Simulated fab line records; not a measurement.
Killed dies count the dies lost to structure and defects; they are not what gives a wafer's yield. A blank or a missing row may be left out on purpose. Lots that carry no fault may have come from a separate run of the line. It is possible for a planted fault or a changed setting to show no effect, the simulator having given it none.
A lot that was struck, set against a sound lot | flow rit_cmos | 18 out of 202 route steps
Sound: these wafers, L860.1, L860.2, L860.6. Wafers L871.3, L871.5, L871.6 were the ones struck. The cause comes at the end.
At each step with rows: each side's tool, then ch and its chambers, then its first start. Under that, the readings that differ: sound wafers | struck wafers | difference of the means | sigmas: that difference in standard deviations of wafers without a fault.
alike: same words and numbers on both sides, and readings whose means sit less than 2 such deviations apart. not compared: any withheld reading, any reading some wafer has no value for, any bound like >300 that may hide the same value, and any number with overlapping values for which the record gives no deviation.
Wherever a step has rows on one side only, a row that says differs or no value, or a row with sigmas, the two part there. Numbers that have no deviation but don't overlap get no sigmas and don't part them. Lack of a reading on every wafer of one side parts them only where that side has two or more wafers.

first, 2 steps without rows for these wafers: RIT_ACTIVE_CLEAN_17 (cleans in SC2, time 600 s); RIT_FOX1_OXIDATION_00 (target thk 350.7 nm, ox time 1130 s).
RIT_FOX1_THK_MEAS_01:
  struck on film_metro-04, day 5 02:27; sound on film_metro-04, day 2 19:14
  alike: FOX1_OXIDE_THK
then, 2 steps without rows for these wafers: RIT_FOX1_WET_ETCH_02 (etches SiO2 in BOE, target depth 350 nm, time 390 s); RIT_FOX2_OXIDATION_00 (target thk 350.7 nm, ox time 1130 s).
RIT_FOX2_THK_MEAS_01:
  struck on film_metro-02, day 5 03:56; sound on film_metro-02, day 2 22:59
  alike: FOX2_OXIDE_THK
then, 2 steps without rows for these wafers: RIT_FOX2_CLEAN_02 (cleans in dHF, time 180 s); RIT_FOX2_WET_ETCH_03 (etches Si3N4 in H3PO4, target depth 195 nm, time 2700 s).
RIT_FOX2_THK_MEAS_90:
  struck on film_metro-03, day 5 04:49; sound on film_metro-03, day 2 23:55
  alike: FIELD_OXIDE_LEFT_1_THK
then, 3 steps without rows for these wafers: RIT_NWELL_HMDS_00 (prime time 60 s); RIT_NWELL_COAT_01 (resist thk 1300 nm); RIT_NWELL_SOFTBAKE_02 (time 60 s).
RIT_NWELL_EXPOSE_03: exposes mask M2, target cd 43900 nm.
  sound on iline_stepper-01 ch 0, day 3 00:34; struck on iline_stepper-02 ch 0, day 5 05:21
  reading                       | sound                   | struck            | difference | sigmas
  model.NWELL.overlay_x_nm (nm) | -0.4605 -0.4605 -0.4605 | 4.381 4.381 4.381 | +4.841     |
  alike: mask, focus_offset_nm
then, 2 steps without rows for these wafers: RIT_NWELL_PEB_04; RIT_NWELL_DEVELOP_05 (develop time 68 s).
RIT_NWELL_OVL_MEAS_06:
  struck on overlay-02, day 5 05:45; sound on overlay-01, day 3 00:59
  reading        | sound          | struck      | difference | sigmas
  NWELL_OVL (nm) | -0.8 -1.3 -0.1 | 5.7 4.4 4.3 | +5.5       | +5
then, 2 steps without rows for these wafers: RIT_NWELL_HARDBAKE_07 (time 120 s); RIT_M1_PROBE_99.

## WHERE THEY PART
Only at RIT_NWELL_OVL_MEAS_06, as far as this record shows.

WHY: the cause the simulator had injected
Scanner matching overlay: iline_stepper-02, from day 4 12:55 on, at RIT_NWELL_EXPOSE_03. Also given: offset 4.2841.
